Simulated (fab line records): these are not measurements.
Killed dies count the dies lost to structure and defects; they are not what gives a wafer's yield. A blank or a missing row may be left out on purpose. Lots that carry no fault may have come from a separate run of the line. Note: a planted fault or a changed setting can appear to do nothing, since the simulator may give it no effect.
fab line records ; flow berkeleyCmos170
record: lots: 14; wafers: 42; lastDay: 13
route steps=331 shown PSD@183 NSD@194 BACKSIDE@202
lots with no fault: from the same line, run without faults
startH: the number of hours between the record's first day and the start of the first shown wafer of the lot ; waitH: hours from the lot's prior step to this one ; " as in the row above ; L1.1+2: a row that stands for several wafers ; - no value, or no start given ; * or withheld: withheld ; < > ~ a bound
route shown NAME@n: NAME is a module with steps in the file, n the number in the route of the first one ; usual: mean and standard deviation over wafers with no fault ; same: alike in all rows ; chamber/n: place in a boat ; sites: readings site by site ; _std_site: the standard deviation of these ; _edge_site: the outer-site mean with the inner-site mean subtracted ; radiusMm: how far each site lies from the wafer's centre ; mask NAME#n: copy n ; behind: the most recent tool/chamber to have shaped the wafer ; hold: why the lot went on hold/how many hours it stayed there/how the hold came to an end ; device: whichever transistor did not switch (one of n, p or np) ; end of line: at the end of the route, the tests of the same wafers ; step lacking rows: just its recipe ; killed: the dies lost at the first sort to structure and to defects; this is not the yield of the wafer ; map: dies across one wafer; x = killed, . = not, _ = none there
set.NAME: the run value of the setting; set.NAME@STEP: its run value at that earlier step ; model.NAME: the simulator's own value behind a step, which no gauge read
route steps across a sampled set of lots; one table per step, one row per wafer
services: the hour from which a tool's chamber was out of use, counted from the record's first day as startH (under 0 if before that day), plus the number of hours and why
== steps ==
step: UCB170_PSD_IMPLANT_08
recipe: species: B; doseCm2: 3e+15; energyKev: 19.73; tiltDeg: 7
usual: doseIonsCm2: 3e+15/3.2e+12; faradayCurrentUA: 9257/180
lot.wafer;tool;chamber;startH;waitH;doseIonsCm2;faradayCurrentUA
L134.2;implanter-03;0;168.20;0.0;2.994e+15;9274
L134.4;implanter-03;0;168.20;0.0;2.998e+15;9160
L134.6;implanter-03;0;168.20;0.0;2.999e+15;9001
L137.3;implanter-01;0;175.51;0.1;2.995e+15;8979
L137.4;implanter-01;0;175.51;0.1;2.994e+15;9142
L137.5;implanter-01;0;175.51;0.1;2.998e+15;9222
L136.1;implanter-03;0;175.91;0.0;3.005e+15;9290
L136.4;implanter-03;0;175.91;0.0;3.003e+15;9626
L136.6;implanter-03;0;175.91;0.0;2.999e+15;9221
L139.1;implanter-03;0;188.91;0.0;3.003e+15;9257
L139.3;implanter-03;0;188.91;0.0;2.996e+15;9119
L139.5;implanter-03;0;188.91;0.0;3e+15;9399
L140.1;implanter-03;0;209.80;0.0;2.997e+15;8859
L140.4;implanter-03;0;209.80;0.0;2.994e+15;9389
L140.6;implanter-03;0;209.80;0.0;3.003e+15;9658
L142.2;implanter-01;0;210.00;0.0;3.004e+15;9263
L142.3;implanter-01;0;210.00;0.0;3e+15;9437
L142.6;implanter-01;0;210.00;0.0;3.003e+15;9077
L145.2;implanter-01;0;226.05;0.0;3e+15;9455
L145.4;implanter-01;0;226.05;0.0;3.002e+15;9274
L145.6;implanter-01;0;226.05;0.0;3e+15;9275
L144.3;implanter-03;0;226.28;0.1;3.306e+15;10509
L144.5;implanter-03;0;226.28;0.1;3.311e+15;10366
L144.6;implanter-03;0;226.28;0.1;3.309e+15;10158
L146.2;implanter-04;0;226.73;0.0;2.999e+15;9207
L146.3;implanter-04;0;226.73;0.0;2.998e+15;9272
L146.4;implanter-04;0;226.73;0.0;2.995e+15;9108
L148.2;implanter-01;0;231.62;0.0;2.999e+15;9494
L148.5;implanter-01;0;231.62;0.0;3e+15;9450
L148.6;implanter-01;0;231.62;0.0;3e+15;9043
L147.2;implanter-03;0;231.92;0.0;3.307e+15;10075
L147.5;implanter-03;0;231.92;0.0;3.302e+15;10192
L147.6;implanter-03;0;231.92;0.0;3.304e+15;10232
L152.2;implanter-01;0;254.44;0.0;3e+15;9403
L152.3;implanter-01;0;254.44;0.0;2.998e+15;9184
L152.6;implanter-01;0;254.44;0.0;3e+15;9356
L154.2;implanter-01;0;269.96;0.0;3.001e+15;9241
L154.3;implanter-01;0;269.96;0.0;2.996e+15;9325
L154.5;implanter-01;0;269.96;0.0;2.996e+15;9051
L155.1;implanter-04;0;270.30;0.0;2.999e+15;9274
L155.4;implanter-04;0;270.30;0.0;2.996e+15;9509
L155.6;implanter-04;0;270.30;0.0;3.004e+15;9213
step: UCB170_PSD_STRIP_09
recipe: chemistry: O2; powerW: 400; pressureMtorr: 3500; platenTempC: withheld; o2FlowSccm: 400; overashFraction: 0.5
usual: drypumpMotorCurrentA: 5.3/0.34; oesProductAu: 0.602/0.0047; stripTimeToEndpointS: 29.28/0.085
lot.wafer;tool;chamber;startH;waitH;drypumpMotorCurrentA;oesProductAu;rfHoursCounterH;stripTimeToEndpointS
L134.2;plasmaAsher-03;1;168.32;0.1;5.0;0.599;39;29.36
L134.4;plasmaAsher-03;0;168.32;0.1;4.9;0.606;-;29.31
L134.6;plasmaAsher-03;1;168.32;0.1;5.0;0.601;-;29.41
L137.3;plasmaAsher-03;0;175.65;0.1;4.8;0.595;-;29.29
L137.4;plasmaAsher-03;1;175.65;0.1;4.9;0.600;-;29.26
L137.5;plasmaAsher-03;1;175.65;0.1;4.9;0.601;-;29.23
L136.1;plasmaAsher-01;0;176.06;0.1;5.9;0.600;7;29.33
L136.4;plasmaAsher-01;1;176.06;0.1;5.3;0.611;-;29.24
L136.6;plasmaAsher-01;1;176.06;0.1;5.3;0.591;-;29.28
L139.1;plasmaAsher-02;0;189.06;0.1;5.2;0.603;47;29.31
L139.3;plasmaAsher-02;1;189.06;0.1;5.6;0.601;-;29.37
L139.5;plasmaAsher-02;1;189.06;0.1;5.6;0.601;-;29.29
L140.1;plasmaAsher-02;0;209.95;0.1;5.2;0.604;48;29.40
L140.4;plasmaAsher-02;0;209.95;0.1;5.2;0.607;-;29.34
L140.6;plasmaAsher-02;1;209.95;0.1;5.6;0.598;-;29.32
L142.2;plasmaAsher-01;1;210.12;0.1;5.3;0.596;10;29.38
L142.3;plasmaAsher-01;0;210.12;0.1;5.9;0.607;-;29.35
L142.6;plasmaAsher-01;0;210.12;0.1;5.9;0.595;-;29.34
L145.2;plasmaAsher-03;0;226.17;0.1;4.8;0.601;44;29.33
L145.4;plasmaAsher-03;0;226.17;0.1;4.9;0.606;-;29.21
L145.6;plasmaAsher-03;1;226.17;0.1;4.9;0.601;-;29.25
L144.3;plasmaAsher-02;0;226.42;0.1;5.2;0.592;-;30.37
L144.5;plasmaAsher-02;0;226.42;0.1;5.2;0.597;-;30.35
L144.6;plasmaAsher-02;1;226.42;0.1;5.6;0.593;-;30.42
L146.2;plasmaAsher-03;0;226.86;0.1;4.8;0.598;45;29.32
L146.3;plasmaAsher-03;0;226.86;0.1;4.8;0.604;-;29.24
L146.4;plasmaAsher-03;1;226.86;0.1;5.0;0.601;-;29.32
L148.2;plasmaAsher-02;0;231.75;0.1;5.2;0.602;51;29.09
L148.5;plasmaAsher-02;1;231.75;0.1;5.6;0.607;-;29.08
L148.6;plasmaAsher-02;0;231.75;0.1;5.2;0.605;-;29.16
L147.2;plasmaAsher-01;0;232.04;0.1;5.9;0.590;12;30.38
L147.5;plasmaAsher-01;0;232.04;0.1;5.9;0.587;-;30.40
L147.6;plasmaAsher-01;1;232.04;0.1;5.3;0.586;-;30.42
L152.2;plasmaAsher-03;1;254.57;0.1;5.0;0.609;49;29.29
L152.3;plasmaAsher-03;0;254.57;0.1;4.9;0.602;-;29.27
L152.6;plasmaAsher-03;0;254.57;0.1;4.9;0.600;-;29.34
L154.2;plasmaAsher-02;0;270.09;0.1;5.2;0.605;55;29.40
L154.3;plasmaAsher-02;0;270.09;0.1;5.2;0.605;-;29.49
L154.5;plasmaAsher-02;1;270.09;0.1;5.6;0.598;-;29.44
L155.1;plasmaAsher-02;0;270.45;0.1;5.2;0.601;55;29.26
L155.4;plasmaAsher-02;0;270.45;0.1;5.2;0.600;-;29.27
L155.6;plasmaAsher-02;1;270.45;0.1;5.6;0.599;-;29.25
step: UCB170_PSD_TW_MEAS_10
usual: PSD_TW: 2319/14
lot.wafer;tool;chamber;startH;waitH;PSD_TW
L134.2;filmMetro-02;-;168.43;0.1;2338
L134.4;filmMetro-02;-;168.43;0.1;2333
L134.6;filmMetro-02;-;168.43;0.1;2334
L137.3;filmMetro-01;-;175.73;0.1;2313
L137.4;filmMetro-01;-;175.73;0.1;2295
L137.5;filmMetro-01;-;175.73;0.1;2300
L136.1;filmMetro-04;-;176.16;0.1;2348
L136.4;filmMetro-04;-;176.16;0.1;2324
L136.6;filmMetro-04;-;176.16;0.1;2340
L139.1;filmMetro-01;-;189.16;0.1;2300
L139.3;filmMetro-01;-;189.16;0.1;2306
L139.5;filmMetro-01;-;189.16;0.1;2307
L140.1;filmMetro-04;-;210.07;0.1;2329
L140.4;filmMetro-04;-;210.07;0.1;2327
L140.6;filmMetro-04;-;210.07;0.1;2332
L142.2;filmMetro-01;-;210.23;0.1;2300
L142.3;filmMetro-01;-;210.23;0.1;2301
L142.6;filmMetro-01;-;210.23;0.1;2299
L145.2;filmMetro-01;-;226.28;0.1;2325
L145.4;filmMetro-01;-;226.28;0.1;2324
L145.6;filmMetro-01;-;226.28;0.1;2333
L144.3;filmMetro-01;-;226.50;0.1;2396
L144.5;filmMetro-01;-;226.50;0.1;2405
L144.6;filmMetro-01;-;226.50;0.1;2384
L146.2;filmMetro-02;-;226.97;0.1;2324
L146.3;filmMetro-02;-;226.97;0.1;2326
L146.4;filmMetro-02;-;226.97;0.1;2325
L148.2;filmMetro-04;-;231.86;0.1;2309
L148.5;filmMetro-04;-;231.86;0.1;2310
L148.6;filmMetro-04;-;231.86;0.1;2305
L147.2;filmMetro-01;-;232.15;0.1;2397
L147.5;filmMetro-01;-;232.15;0.1;2398
L147.6;filmMetro-01;-;232.15;0.1;2392
L152.2;filmMetro-04;-;254.68;0.1;2331
L152.3;filmMetro-04;-;254.68;0.1;2331
L152.6;filmMetro-04;-;254.68;0.1;2336
L154.2;filmMetro-04;-;270.20;0.1;2342
L154.3;filmMetro-04;-;270.20;0.1;2334
L154.5;filmMetro-04;-;270.20;0.1;2331
L155.1;filmMetro-02;-;270.55;0.1;2317
L155.4;filmMetro-02;-;270.55;0.1;2311
L155.6;filmMetro-02;-;270.55;0.1;2317
step: UCB170_NSD_OVL_MEAS_07
usual: NSD_OVL: 6/5.3
lot.wafer;tool;chamber;startH;waitH;NSD_OVL[nm]
L134.2;overlay-01;-;169.84;0.1;12
L134.4;overlay-01;-;169.84;0.1;10
L134.6;overlay-01;-;169.84;0.1;12
L137.3;overlay-01;-;177.26;0.1;1
L137.4;overlay-01;-;177.26;0.1;-1
L137.5;overlay-01;-;177.26;0.1;0
L136.1;overlay-01;-;177.81;0.1;3
L136.4;overlay-01;-;177.81;0.1;6
L136.6;overlay-01;-;177.81;0.1;6
L139.1;overlay-01;-;190.53;0.1;11
L139.3;overlay-01;-;190.53;0.1;14
L139.5;overlay-01;-;190.53;0.1;10
L140.1;overlay-01;-;212.34;0.1;4
L140.4;overlay-01;-;212.34;0.1;1
L140.6;overlay-01;-;212.34;0.1;-1
L142.2;overlay-01;-;212.46;0.1;-1
L142.3;overlay-01;-;212.46;0.1;3
L142.6;overlay-01;-;212.46;0.1;3
L145.2;overlay-02;-;227.73;0.1;4
L145.4;overlay-02;-;227.73;0.1;8
L145.6;overlay-02;-;227.73;0.1;6
L144.3;overlay-02;-;228.29;0.1;1
L144.5;overlay-02;-;228.29;0.1;4
L144.6;overlay-02;-;228.29;0.1;3
L146.2;overlay-02;-;228.83;0.1;2
L146.3;overlay-02;-;228.83;0.1;8
L146.4;overlay-02;-;228.83;0.1;3
L148.2;overlay-02;-;233.07;0.1;1
L148.5;overlay-02;-;233.07;0.1;-3
L148.6;overlay-02;-;233.07;0.1;0
L147.2;overlay-01;-;233.47;0.1;10
L147.5;overlay-01;-;233.47;0.1;9
L147.6;overlay-01;-;233.47;0.1;7
L152.2;overlay-01;-;256.36;0.1;9
L152.3;overlay-01;-;256.36;0.1;3
L152.6;overlay-01;-;256.36;0.1;4
L155.1;overlay-02;-;273.65;0.1;0
L155.4;overlay-02;-;273.65;0.1;0
L155.6;overlay-02;-;273.65;0.1;2
L154.2;overlay-02;-;274.20;0.1;8
L154.3;overlay-02;-;274.20;0.1;14
L154.5;overlay-02;-;274.20;0.1;8
step: UCB170_NSD_TW_MEAS_10
usual: NSD_TW: 4193/25
lot.wafer;tool;chamber;startH;waitH;NSD_TW
L134.2;filmMetro-02;-;170.13;0.1;4226
L134.4;filmMetro-02;-;170.13;0.1;4203
L134.6;filmMetro-02;-;170.13;0.1;4228
L137.3;filmMetro-02;-;177.55;0.1;4222
L137.4;filmMetro-02;-;177.55;0.1;4206
L137.5;filmMetro-02;-;177.55;0.1;4231
L136.1;filmMetro-01;-;178.09;0.1;4153
L136.4;filmMetro-01;-;178.09;0.1;4133
L136.6;filmMetro-01;-;178.09;0.1;4140
L139.1;filmMetro-02;-;190.82;0.1;4234
L139.3;filmMetro-02;-;190.82;0.1;4222
L139.5;filmMetro-02;-;190.82;0.1;4205
L140.1;filmMetro-01;-;212.62;0.1;4172
L140.4;filmMetro-01;-;212.62;0.1;4160
L140.6;filmMetro-01;-;212.62;0.1;4165
L142.2;filmMetro-04;-;212.75;0.1;4225
L142.3;filmMetro-04;-;212.75;0.1;4217
L142.6;filmMetro-04;-;212.75;0.1;4197
L145.2;filmMetro-01;-;228.02;0.1;4199
L145.4;filmMetro-01;-;228.02;0.1;4216
L145.6;filmMetro-01;-;228.02;0.1;4212
L144.3;filmMetro-02;-;228.64;0.1;4219
L144.5;filmMetro-02;-;228.64;0.1;4196
L144.6;filmMetro-02;-;228.64;0.1;4203
L146.2;filmMetro-01;-;229.16;0.1;4211
L146.3;filmMetro-01;-;229.16;0.1;4206
L146.4;filmMetro-01;-;229.16;0.1;4212
L148.2;filmMetro-01;-;233.36;0.1;4214
L148.5;filmMetro-01;-;233.36;0.1;4201
L148.6;filmMetro-01;-;233.36;0.1;4215
L147.2;filmMetro-04;-;233.76;0.1;4191
L147.5;filmMetro-04;-;233.76;0.1;4190
L147.6;filmMetro-04;-;233.76;0.1;4215
L152.2;filmMetro-04;-;256.65;0.1;4181
L152.3;filmMetro-04;-;256.65;0.1;4190
L152.6;filmMetro-04;-;256.65;0.1;4190
L155.1;filmMetro-02;-;273.93;0.1;4196
L155.4;filmMetro-02;-;273.93;0.1;4199
L155.6;filmMetro-02;-;273.93;0.1;4200
L154.2;filmMetro-01;-;274.49;0.1;4205
L154.3;filmMetro-01;-;274.49;0.1;4172
L154.5;filmMetro-01;-;274.49;0.1;4168
step: UCB170_BACKSIDE_STRIP_03
recipe: chemistry: O2; powerW: 400; pressureMtorr: 3500; platenTempC: withheld; o2FlowSccm: 400; overashFraction: 0.5
usual: drypumpMotorCurrentA: 5.3/0.44; oesProductAu: 0.734/0.0047; stripTimeToEndpointS: 21.96/0.05
lot.wafer;tool;chamber;startH;waitH;drypumpMotorCurrentA;oesProductAu;rfHoursCounterH;stripTimeToEndpointS
L134.2;plasmaAsher-01;0;170.87;0.1;5.9;0.739;6;21.93
L134.4;plasmaAsher-01;1;170.87;0.1;5.3;0.733;-;21.96
L134.6;plasmaAsher-01;1;170.87;0.1;5.3;0.732;-;21.97
L137.3;plasmaAsher-03;0;178.34;0.1;4.9;0.726;-;21.99
L137.4;plasmaAsher-03;1;178.34;0.1;4.9;0.736;-;22.03
L137.5;plasmaAsher-03;1;178.34;0.1;5.0;0.734;-;21.97
L136.1;plasmaAsher-04;0;178.79;0.1;5.7;0.736;45;22.00
L136.4;plasmaAsher-04;0;178.79;0.1;5.7;0.736;-;22.01
L136.6;plasmaAsher-04;0;178.79;0.1;5.7;0.737;-;21.98
L139.1;plasmaAsher-03;0;191.62;0.1;4.8;0.736;41;21.98
L139.3;plasmaAsher-03;0;191.62;0.1;4.8;0.728;-;21.97
L139.5;plasmaAsher-03;0;191.62;0.1;4.9;0.741;-;21.98
L142.2;plasmaAsher-01;0;216.11;0.1;5.9;0.734;10;21.92
L142.3;plasmaAsher-01;0;216.11;0.1;5.9;0.732;-;21.91
L142.6;plasmaAsher-01;1;216.11;0.1;5.3;0.732;-;21.96
L140.1;plasmaAsher-03;0;216.45;0.1;4.8;0.735;43;21.96
L140.4;plasmaAsher-03;1;216.45;0.1;5.0;0.731;-;21.96
L140.6;plasmaAsher-03;0;216.45;0.1;4.8;0.731;-;21.97
L145.2;plasmaAsher-01;1;228.70;0.1;5.3;0.741;12;21.83
L145.4;plasmaAsher-01;0;228.70;0.1;5.9;0.740;-;21.96
L145.6;plasmaAsher-01;0;228.70;0.1;5.9;0.725;-;21.99
L144.3;plasmaAsher-01;1;229.34;0.1;5.3;0.736;-;21.91
L144.5;plasmaAsher-01;1;229.34;0.1;5.3;0.734;-;21.93
L144.6;plasmaAsher-01;0;229.34;0.1;5.9;0.737;-;22.01
L146.2;plasmaAsher-01;1;229.83;0.1;5.3;0.736;12;21.91
L146.3;plasmaAsher-01;1;229.83;0.1;5.3;0.744;-;21.88
L146.4;plasmaAsher-01;0;229.83;0.1;5.9;0.736;-;21.96
L148.2;plasmaAsher-04;1;234.04;0.1;4.7;0.737;50;22.07
L148.5;plasmaAsher-04;0;234.04;0.1;5.6;0.733;-;21.99
L148.6;plasmaAsher-04;1;234.04;0.1;4.7;0.740;-;22.02
L147.2;plasmaAsher-03;0;234.49;0.1;4.8;0.744;46;22.01
L147.5;plasmaAsher-03;1;234.49;0.1;5.0;0.737;-;21.99
L147.6;plasmaAsher-03;0;234.49;0.1;4.8;0.729;-;21.91
L152.2;plasmaAsher-01;0;257.33;0.1;5.9;0.737;16;21.94
L152.3;plasmaAsher-01;1;257.33;0.1;5.3;0.732;-;21.92
L152.6;plasmaAsher-01;1;257.33;0.1;5.3;0.740;-;21.91
L155.1;plasmaAsher-01;1;275.22;0.1;5.3;0.742;19;21.98
L155.4;plasmaAsher-01;0;275.22;0.1;5.9;0.744;-;21.93
L155.6;plasmaAsher-01;0;275.22;0.1;5.9;0.743;-;22.03
L154.2;plasmaAsher-01;0;275.67;0.1;5.9;0.728;19;21.97
L154.3;plasmaAsher-01;1;275.67;0.1;5.3;0.737;-;21.92
L154.5;plasmaAsher-01;1;275.67;0.1;5.3;0.734;-;22.05
step: UCB170_SDANNEAL_RS_MEAS_02
recipe: thkMeasGauge: four-point-probe
usual: PSD_RS: 75.69/0.28
lot.wafer;tool;chamber;startH;waitH;PSD_RS[ohm/sq]
L134.2;filmMetro-02;-;171.30;0.1;76.04
L134.4;filmMetro-02;-;171.30;0.1;75.84
L134.6;filmMetro-02;-;171.30;0.1;76.17
L137.3;filmMetro-01;-;178.74;0.1;75.89
L137.4;filmMetro-01;-;178.74;0.1;75.42
L137.5;filmMetro-01;-;178.74;0.1;75.79
L136.1;filmMetro-04;-;179.19;0.0;75.63
L136.4;filmMetro-04;-;179.19;0.0;75.84
L136.6;filmMetro-04;-;179.19;0.0;75.82
L139.1;filmMetro-02;-;192.02;0.0;75.97
L139.3;filmMetro-02;-;192.02;0.0;75.79
L139.5;filmMetro-02;-;192.02;0.0;75.90
L142.2;filmMetro-01;-;216.53;0.1;75.38
L142.3;filmMetro-01;-;216.53;0.1;75.61
L142.6;filmMetro-01;-;216.53;0.1;75.75
L140.1;filmMetro-04;-;216.85;0.0;75.54
L140.4;filmMetro-04;-;216.85;0.0;75.61
L140.6;filmMetro-04;-;216.85;0.0;75.43
L145.2;filmMetro-04;-;229.12;0.1;75.27
L145.4;filmMetro-04;-;229.12;0.1;75.84
L145.6;filmMetro-04;-;229.12;0.1;75.38
L144.3;filmMetro-02;-;229.74;0.1;70.57
L144.5;filmMetro-02;-;229.74;0.1;70.38
L144.6;filmMetro-02;-;229.74;0.1;70.16
L146.2;filmMetro-01;-;230.25;0.1;75.43
L146.3;filmMetro-01;-;230.25;0.1;75.74
L146.4;filmMetro-01;-;230.25;0.1;75.20
L148.2;filmMetro-01;-;234.46;0.1;76.14
L148.5;filmMetro-01;-;234.46;0.1;76.23
L148.6;filmMetro-01;-;234.46;0.1;76.21
L147.2;filmMetro-02;-;234.92;0.1;70.10
L147.5;filmMetro-02;-;234.92;0.1;70.54
L147.6;filmMetro-02;-;234.92;0.1;70.49
L152.2;filmMetro-04;-;257.77;0.1;75.62
L152.3;filmMetro-04;-;257.77;0.1;75.90
L152.6;filmMetro-04;-;257.77;0.1;75.41
L155.1;filmMetro-01;-;275.62;0.0;75.30
L155.4;filmMetro-01;-;275.62;0.0;75.27
L155.6;filmMetro-01;-;275.62;0.0;75.23
L154.2;filmMetro-04;-;276.13;0.1;75.06
L154.3;filmMetro-04;-;276.13;0.1;75.20
L154.5;filmMetro-04;-;276.13;0.1;75.03
== services ==
tool;chamber;startH;hours;kind
implanter-03;-;154.22;3.1;pm
plasmaAsher-02;-;185.92;0.7;repair
plasmaAsher-02;-;189.25;0.6;repair
implanter-03;-;199.54;2.7;repair
plasmaAsher-01;-;234.27;2.3;repair
plasmaAsher-02;-;246.27;10.5;pm
plasmaAsher-03;-;261.27;34.0;repair
== key ==
firstSign: step: UCB170_PSD_IMPLANT_08; reading: doseIonsCm2; direction: up; sigmas: 95; usual: 3e+15; struck: 3.307e+15
effect: step: UCB170_PSD_IMPLANT_08; reading: faradayCurrentUA; direction: up; sigmas: 5.6; usual: 9257; struck: 10255
effect: step: UCB170_PSD_STRIP_09; reading: stripTimeToEndpointS; direction: up; sigmas: 13; usual: *; struck: *
effect: step: UCB170_PSD_TW_MEAS_10; reading: PSD_TW; direction: up; sigmas: 5.6; usual: 2319; struck: 2395
effect: step: UCB170_SDANNEAL_RS_MEAS_02; reading: PSD_RS; direction: down; sigmas: 19; usual: 75.69; struck: 70.37
metAt UCB170_PSD_IMPLANT_08
struckLots L144,L147
testerLeftOut L144,L147
notActingAt UCB170_NSD_OVL_MEAS_07,UCB170_NSD_TW_MEAS_10,UCB170_BACKSIDE_STRIP_03
onsetBetween 209.80 226.28
fault: kind: processParameterDrift; tool: implanter-03; chamber: -; onsetH: 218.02; steps: UCB170_PSD_IMPLANT_08; channel: doseCm2; offset: 3.0555e+14; shape: step; endH: 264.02; actsIn: theseRecipesOnly; stated: 3e+15
testerLeftOut: of these lots the tester's yield and bins aren't shown, on N5 and GAA mostly nor the transistor test; their killed dies are dies lost to structure and defects alone, not to doping, threshold or leakage, so they don't give the yield
